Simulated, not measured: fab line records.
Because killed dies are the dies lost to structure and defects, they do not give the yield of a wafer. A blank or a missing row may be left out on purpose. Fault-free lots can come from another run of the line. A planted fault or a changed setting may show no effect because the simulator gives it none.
fab line records | flow berkeleyCmos170
record lots=14 wafers=42 lastDay=12
route steps=331 shown M3@317
lots with no fault: from the same line, run without faults
startH: hours from the record's opening day to when the first of the lot's shown wafers began | waitH: time in hours since the lot's previous step | " same as the row above | L1.1+2: a row that stands for several wafers | - no value present, or no start provided | * or withheld: withheld | < > ~ a bound
route shown NAME@n: a module of which the file shows steps, and the number in the route of the first | usual: mean/standard deviation taken from wafers without a fault | same: alike in all rows | chamber/n: place in a boat | sites: readings site by site | _std_site: their standard deviation | _edge_site: the outer-site mean with the inner-site mean subtracted | radiusMm: how far each site lies from the wafer's centre | mask NAME#n: copy n | behind: tool/chamber where the wafer was last shaped | hold: cause of the lot's hold/its duration in hours/its outcome | device: names the non-switching transistor (n, p or np) | end of line: at the end of the route, the tests of the same wafers | step lacking rows: just its recipe | killed: not the wafer's yield, but the dies lost to structure and defects at the first sort | map: shows each die of a wafer: x if killed, . if not, _ if none is there
set.NAME: the setting that was run; set.NAME@STEP: the one run at that earlier step | model.NAME: the simulator's own value behind a step, which no gauge read
one table for each step of the route and one row for each wafer, over a sample of lots
## steps
# step UCB170_M3_STRIP_08
# recipe chemistry=DMSO tempC=80 timeS=600 material=KrF
# usual bathGuardTempC=80.0/0.59 bathHeatDutyPct=17.9/2
# columns lot.wafer tool chamber startH waitH bathGuardTempC bathHeatDutyPct
L671.2 wetBench-01 3 166.95 0.1 79.0 14.9
L671.4 " 3 " " 79.6 15.0
L671.5 " 3 " " 79.1 13.7
L668.1 wetBench-02 3 167.27 0.1 80.8 16.4
L668.3 " 3 " " 80.4 16.4
L668.5 " 3 " " 80.3 15.1
L674.1 wetBench-01 2 201.65 0.1 79.2 16.9
L674.3 " 2 " " 79.5 16.6
L674.5 " 2 " " 78.9 16.9
L673.1 wetBench-02 2 202.02 0.1 81.1 16.2
L673.2 " 2 " " 81.0 16.9
L673.3 " 2 " " 80.7 17.0
L675.1 wetBench-02 3 206.26 0.1 80.2 16.9
L675.4 " 3 " " 80.3 17.4
L675.6 " 3 " " 80.4 15.9
L677.2 wetBench-02 1 206.51 0.1 80.4 17.4
L677.3 " 1 " " 80.1 18.3
L677.5 " 1 " " 80.2 16.9
L676.1 wetBench-02 1 210.94 0.2 - -
L676.2 " 1 " " - -
L676.4 " 1 " " - -
L681.1 wetBench-04 3 234.42 0.1 - -
L681.3 " 3 " " - -
L681.4 " 3 " " - -
L682.1 wetBench-01 1 236.04 0.1 79.8 18.1
L682.4 " 1 " " 79.9 17.9
L682.5 " 1 " " 80.0 18.4
L686.3 wetBench-04 0 248.10 1.0 79.7 18.5
L686.5 " 0 " " 80.0 19.1
L686.6 " 0 " " 80.1 18.9
L687.1 wetBench-04 0 248.10 0.6 80.0 19.6
L687.4 " 0 " " 79.8 20.9
L687.6 " 0 " " 79.9 20.8
L688.2 wetBench-04 2 265.36 0.8 79.6 22.0
L688.4 " 2 " " 79.4 21.4
L688.5 " 2 " " 79.1 21.6
L689.2 wetBench-02 2 274.53 0.1 81.1 19.0
L689.3 " 2 " " 80.8 15.6
L689.6 " 2 " " 80.7 17.3
L691.2 wetBench-02 3 289.15 0.1 80.2 16.1
L691.3 " 3 " " 80.2 16.1
L691.4 " 3 " " 80.1 18.3
## key
firstSign step=UCB170_M3_STRIP_08 reading=toolRecord direction=missing
effect none on later readings
metAt UCB170_M3_STRIP_08
struckLots L676,L681
onsetBetween 206.51 210.94
fault kind=skippedStepWhole tool=wetBench-02,wetBench-04 chamber=- onsetH=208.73 steps=UCB170_M3_STRIP_08 scope=struckLotsOnly
